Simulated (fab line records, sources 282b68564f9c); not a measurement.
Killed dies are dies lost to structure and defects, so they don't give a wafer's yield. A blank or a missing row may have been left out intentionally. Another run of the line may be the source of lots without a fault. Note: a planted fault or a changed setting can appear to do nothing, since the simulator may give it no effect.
Lot-split experiment | flow rit cmos | 23 wafers read from 5 lots, route of 202 steps

THE SPLIT
At RIT_M1_SPUTTER_00 (material Al, target thk 400 nm, time 500 s), the setting time s was moved away from the recipe's 500 s on 4 of the 23 wafers read, by +6.1% to +7.5%. All remaining wafers had this setting at the recipe value.

THE PATH FROM SPLIT TO READING: the file shows 1 step between them
- RIT_M1_RS_MEAS_01: measures by four-point-probe

THE READING
M1_AL_THK, in nm, at RIT_M1_THK_MEAS_02 (measures by xrf). Typical for fault-free wafers on this fab line: 396 nm, with standard deviation 5.6 nm.

wafer  | tool, chamber at the split | time s as run, s | against the recipe | M1_AL_THK, nm | against lot-mates on the recipe
L075.2 | pvd sputter-03, -          | 500              | recipe             | 399           | -
L075.3 | pvd sputter-03, -          | 500              | recipe             | 395           | -
L075.6 | pvd sputter-03, -          | 500              | recipe             | 401           | -
L076.1 | pvd sputter-04, -          | 500              | recipe             | 391           | -
L076.2 | pvd sputter-04, -          | 500              | recipe             | 396           | -
L076.3 | pvd sputter-04, -          | 500              | recipe             | 392           | -
L076.4 | pvd sputter-04, -          | 500              | recipe             | 394           | -
L076.6 | pvd sputter-04, -          | 500              | recipe             | 392           | -
L077.1 | pvd sputter-01, -          | 500              | recipe             | 384           | -
L077.2 | pvd sputter-01, -          | 500              | recipe             | 385           | -
L077.3 | pvd sputter-01, -          | 500              | recipe             | 391           | -
L077.4 | pvd sputter-01, -          | 500              | recipe             | 384           | -
L077.6 | pvd sputter-01, -          | 500              | recipe             | 382           | -
L082.2 | pvd sputter-04, -          | 500              | recipe             | 394           | -
L082.3 | pvd sputter-04, -          | 537.6            | +7.5%              | 430           | +33
L082.4 | pvd sputter-04, -          | 500              | recipe             | 399           | -
L082.5 | pvd sputter-04, -          | 537.6            | +7.5%              | 422           | +25
L082.6 | pvd sputter-04, -          | 500              | recipe             | 399           | -
L083.1 | pvd sputter-01, -          | 500              | recipe             | 397           | -
L083.3 | pvd sputter-01, -          | 500              | recipe             | 394           | -
L083.4 | pvd sputter-01, -          | 500              | recipe             | 391           | -
L083.5 | pvd sputter-01, -          | 530.6            | +6.1%              | 422           | +28
L083.6 | pvd sputter-01, -          | 530.6            | +6.1%              | 418           | +24

THE FIT
A straight line over all 23 wafers: M1_AL_THK changes by +4.45 nm for each +1% of time s; r = +0.91; the points scatter about the line by 5.4 nm.
The same after taking each lot's own level away (the mean of its wafers on the recipe; 23 wafers): +3.98 nm for each +1%; r = +0.97; scatter 2.8 nm.
That fit puts the effect of the largest move of time s on the reading at 30 nm.
Measured against the standard deviation above, the lots' own levels, which go from 385.2 to 398.3 nm, span 2.3 times it.
So the slope is not independent of the lot-to-lot level: the two fits are not the same.
Check: +28.8 nm against its lot-mates is what the line predicts for one of the wafers moved furthest among these (+7.5%) when that wafer is left out of the fit. It came out at +32.7 nm against them.

OTHER SPLITS APPLIED TO THESE WAFERS
Before the reading, these wafers also passed through other splits. Each is held against what the fit with the lots' levels taken away leaves over:
other split on the same wafers | wafers away from the commonest value | r with M1_AL_THK (lot level and that fit taken away)
RIT_CONTACT_SOFTBAKE_04 temp c | 7                                    | +0.02

THE WHOLE CHAIN: every reading that the file lists as answering this split, in the file's order
step               | what it does                               | reading                                                                     | change (the file's fit)               | r (the file's)
RIT_M1_SPUTTER_00  | material Al, target thk 400 nm, time 500 s | Al_of_M1_SPUTTER_00.thk nm (the simulator's own value, which no gauge read) | +3.95 nm for each +1% of the setting  | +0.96
RIT_M1_RS_MEAS_01  | measures by four-point-probe               | M1_AL_RS                                                                    | -0.000681 for each +1% of the setting | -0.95
RIT_M1_THK_MEAS_02 | measures by xrf                            | M1_AL_THK                                                                   | +3.99 for each +1% of the setting     | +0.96

FILE'S OWN FIT
M1_AL_THK changes by +3.99 nm for each +1% of time s, r = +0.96.
